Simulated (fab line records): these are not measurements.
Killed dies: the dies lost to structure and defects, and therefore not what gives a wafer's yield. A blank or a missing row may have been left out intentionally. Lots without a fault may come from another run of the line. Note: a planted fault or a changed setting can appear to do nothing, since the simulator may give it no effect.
The same fault as seen by 2 desks	flow rit_cmos	each desk has only its own numbers; what lay behind them comes last

FOR THE TOOL OWNER'S DESK: furnace-04
The tool's own readings at RIT_WELLDRIVE_ANNEAL_00 (time 14700 s): means of the sampled wafers that have a number, for each lot that ran on this tool. If a lot's mean is further than 4 standard deviations from the usual mean, the lot is out of limits and carries the mark OUT (the distance appears in the brackets).
Columns: A = run_length_s at RIT_WELLDRIVE_ANNEAL_00, usual 18261 s; B = spike_tc_load_C at RIT_WELLDRIVE_ANNEAL_00, usual 1128 C
lot	first seen here	A	B
L930	day 2 19:56	18254	1128
L931	day 3 01:01	18251	1128
L932	day 3 07:25	18250	1127
L934	day 3 15:11	18254	1127
L935	day 3 20:16	18262	1126
L937	day 4 07:02	23403 (+99 or more) OUT	1127
L940	day 4 20:40	23403 (+99 or more) OUT	1126
This desk finds L937, L940 out of limits, L937 being first, at day 4 07:02 (run_length_s at RIT_WELLDRIVE_ANNEAL_00). In limits: L930, L931, L932, L934, L935.

THE METROLOGY DESK
Means of the sampled wafers that have a number, per lot and without regard to the tool the lot ran on: this is what the gauges read. If a lot's mean is further than 4 standard deviations from the usual mean, the lot is out of limits and carries the mark OUT (the distance appears in the brackets).
Columns: A = NWELL_RS at RIT_WELLDRIVE_RS_MEAS_01, usual 275.3 ohm/sq; B = PWELL_RS at RIT_WELLDRIVE_RS_MEAS_02, usual 429.7 ohm/sq
lot	first seen here	A	B
L926	day 2 05:40	276.1	431.7
L928	day 2 13:55	275.1	430.3
L929	day 2 18:58	275.4	429.8
L930	day 3 01:01	274.8	429.0
L931	day 3 06:06	275.7	430.5
L932	day 3 12:30	275.6	428.9
L933	day 3 16:44	275.8	430.1
L934	day 3 20:16	274.3	430.9
L935	day 4 01:21	275.2	429.7
L936	day 4 06:04	274.8	429.2
L937	day 4 12:11	262.0 (-16) OUT	412.3 (-16) OUT
L939	day 4 22:08	275.3	430.2
L940	day 5 01:47	260.0 (-18) OUT	413.2 (-15) OUT
L949	day 7 01:33	276.3	428.6
This desk finds L937, L940 out of limits, with the earliest case on L937 at day 4 12:11 (NWELL_RS at RIT_WELLDRIVE_RS_MEAS_01). In limits: L926, L928, L929, L930, L931, L932, L933, L934, L935, L936, L939, L949.

BROUGHT TOGETHER
The tool owner's desk could have raised an alarm at day 4 07:02, on L937, L940.
The metrology desk could have raised an alarm at day 4 12:11, on L937, L940.
Every lot named ran RIT_WELLDRIVE_ANNEAL_00 on furnace-04.

WHAT THE SIMULATOR HAD PUT IN
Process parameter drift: furnace-04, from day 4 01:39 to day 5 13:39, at RIT_WELLDRIVE_ANNEAL_00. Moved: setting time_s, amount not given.
Lots struck among those shown: L937, L940.
Counting hours from when the fault started, the first reading out of limits came at 5 for the tool owner's desk and at 11 for the metrology desk.
